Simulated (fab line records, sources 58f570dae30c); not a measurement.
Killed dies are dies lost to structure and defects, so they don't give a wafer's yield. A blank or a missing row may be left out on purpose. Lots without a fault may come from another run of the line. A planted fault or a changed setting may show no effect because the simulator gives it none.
Which tool did it? | flow berkeley_cmos170 | 6 lots, 18 wafers sampled, at 3 steps of a route of 331

WHAT THE GAUGES READ, wafer by wafer
UCB170_M2_RS_MEAS_02: measures by four-point-probe.
lot  | measured     | on            | M2_AL_RS (ohm/sq)
L277 | day 9 06:01  | film_metro-01 | 0.0315 0.0318 0.0316
L280 | day 9 19:22  | film_metro-02 | 0.0316 0.0323 0.0319
L282 | day 10 02:04 | film_metro-01 | 0.0320 0.0324 0.0326
L284 | day 10 17:59 | film_metro-01 | 0.0324 0.0322 0.0333
L289 | day 11 09:50 | film_metro-02 | 0.0319 0.0319 0.0328
L294 | day 12 08:57 | film_metro-04 | 0.0343 0.0337 0.0339

WHICH TOOL RAN EACH LOT (tool, then ch and the chambers of the sampled wafers, then the start)
lot  | UCB170_M1_STRIP_13                   | UCB170_M2_SPUTTER_01
L277 | plasma_asher-03 ch 0,1, day 9 00:53  | pvd_sputter-01, day 9 05:56
L280 | plasma_asher-03 ch 0,1, day 9 13:36  | pvd_sputter-01, day 9 19:16
L282 | plasma_asher-03 ch 0,1, day 9 20:35  | pvd_sputter-01, day 10 01:58
L284 | plasma_asher-01 ch 0,1, day 10 13:23 | pvd_sputter-04, day 10 17:54
L289 | plasma_asher-03 ch 0, day 11 04:09   | pvd_sputter-03, day 11 09:44
L294 | plasma_asher-03 ch 0,1, day 12 04:46 | pvd_sputter-04, day 12 08:52
- UCB170_M1_STRIP_13: strips in O2.
- UCB170_M2_SPUTTER_01: material Al, target thk 900 nm, time 120 s.

THE ANSWER, worked out from the rows above alone
Rule: what is usual is taken from the lots themselves. Put in order of their means at a reading, lots are off if they are a third of the lots or fewer, leave a main group of 4 or more, and stand apart from it by a gap of 3 or more times the standard deviation of the main group's means; of several such gaps the widest counts. A main group whose means are all the same, to the digits that the tables above print for the reading, isn't used. A lot without any number at a reading at which 4 lots or more have one is off too. The other lots that the step has rows for count as sound.
Off: L294, at UCB170_M2_RS_MEAS_02 (M2_AL_RS). The main group: mean 0.0321 ohm/sq, standard deviation 0.00034.
A tool fits if, at a process step before that reading, it ran every lot that is off, and no sound lot after the first of them. The gauges at UCB170_M2_RS_MEAS_02 are tried like those tools. Can't be told from this: 3 tools fit, plasma_asher-03 at UCB170_M1_STRIP_13, pvd_sputter-04 at UCB170_M2_SPUTTER_01, film_metro-04 at UCB170_M2_RS_MEAS_02.

WHAT THE SIMULATOR HAD PUT IN
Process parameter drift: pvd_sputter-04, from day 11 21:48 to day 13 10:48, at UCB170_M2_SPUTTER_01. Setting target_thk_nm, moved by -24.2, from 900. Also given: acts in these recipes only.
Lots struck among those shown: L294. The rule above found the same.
